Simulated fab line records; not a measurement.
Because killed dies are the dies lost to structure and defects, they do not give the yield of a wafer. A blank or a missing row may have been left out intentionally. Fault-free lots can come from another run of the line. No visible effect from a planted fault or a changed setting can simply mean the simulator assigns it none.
The same fault as seen by 2 desks || flow berkeley_cmos170 || only its own numbers are on each desk; what lay behind them is given at the end

## TOOL OWNER'S DESK, litho_track-04
The tool's own readings at UCB170_M2_SOFTBAKE_06 (time 60 s): means of the sampled wafers that have a number, for each lot that ran on this tool. Any lot whose mean is over 4 standard deviations away from the usual mean is out of limits and marked OUT; that distance is given in the brackets.
Columns: A = heater_power_total_W at UCB170_M2_SOFTBAKE_06, usual 56.80 W; B = plate_temp_C at UCB170_M2_SOFTBAKE_06, usual 130.02 C
{"lot": "L931", "first seen here": "day 7 10:06", "A": 56.87, "B": 130.00}
{"lot": "L933", "first seen here": "day 7 12:19", "A": 56.82, "B": 129.91}
{"lot": "L938", "first seen here": "day 8 19:17", "A": 56.78, "B": 130.03}
{"lot": "L939", "first seen here": "day 9 10:17", "A": 56.82, "B": 129.81}
{"lot": "L940", "first seen here": "day 10 00:29", "A": 56.79, "B": 129.95}
{"lot": "L943", "first seen here": "day 10 04:28", "A": "52.99 (-79) OUT", "B": "123.47 (-47) OUT"}
{"lot": "L947", "first seen here": "day 10 11:02", "A": "53.03 (-78) OUT", "B": "123.42 (-47) OUT"}
This desk finds L943, L947 out of limits, L943 being first, at day 10 04:28 (heater_power_total_W at UCB170_M2_SOFTBAKE_06). In limits: L931, L933, L938, L939, L940.

## THE METROLOGY DESK
Lot by lot, what the gauges showed, no matter which tool ran the lot: averages of those sampled wafers that carry a number. Any lot whose mean is over 4 standard deviations away from the usual mean is out of limits and marked OUT; that distance is given in the brackets.
Columns: A = cd_nm at UCB170_V2_CD_MEAS_12, usual 700.3 nm
{"lot": "L931", "first seen here": "day 7 15:45", "A": 700.0}
{"lot": "L932", "first seen here": "day 7 15:45", "A": 702.7}
{"lot": "L933", "first seen here": "day 7 18:28", "A": 699.9}
{"lot": "L934", "first seen here": "day 8 02:54", "A": 699.7}
{"lot": "L935", "first seen here": "day 8 16:04", "A": 699.9}
{"lot": "L936", "first seen here": "day 8 16:29", "A": 697.8}
{"lot": "L938", "first seen here": "day 9 02:41", "A": 701.6}
{"lot": "L937", "first seen here": "day 9 02:47", "A": 703.1}
{"lot": "L939", "first seen here": "day 9 15:13", "A": 699.1}
{"lot": "L940", "first seen here": "day 10 04:53", "A": 700.7}
{"lot": "L943", "first seen here": "day 10 09:59", "A": 701.9}
{"lot": "L947", "first seen here": "day 10 15:37", "A": 699.3}
{"lot": "L953", "first seen here": "day 12 08:19", "A": 700.5}
{"lot": "L954", "first seen here": "day 12 08:34", "A": 698.4}
Result from this desk: across the 14 lots, nothing is out of limits.

## ALL TOGETHER
On L943, L947, at day 10 04:28, an alarm was possible from the tool owner's desk.
At the metrology desk, nothing out of limits was observed.
The metrology desk holds a record of L943, L947, inside its limits.
The lots listed all ran UCB170_M2_SOFTBAKE_06 on litho_track-04.

## WHAT THE SIMULATOR HAD PUT IN
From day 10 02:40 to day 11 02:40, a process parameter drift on litho_track-04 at UCB170_M2_SOFTBAKE_06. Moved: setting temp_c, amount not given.
Shown lots that were struck: L943, L947.
Each desk's first reading out of limits, in hours after the fault started: the tool owner's desk, 2.
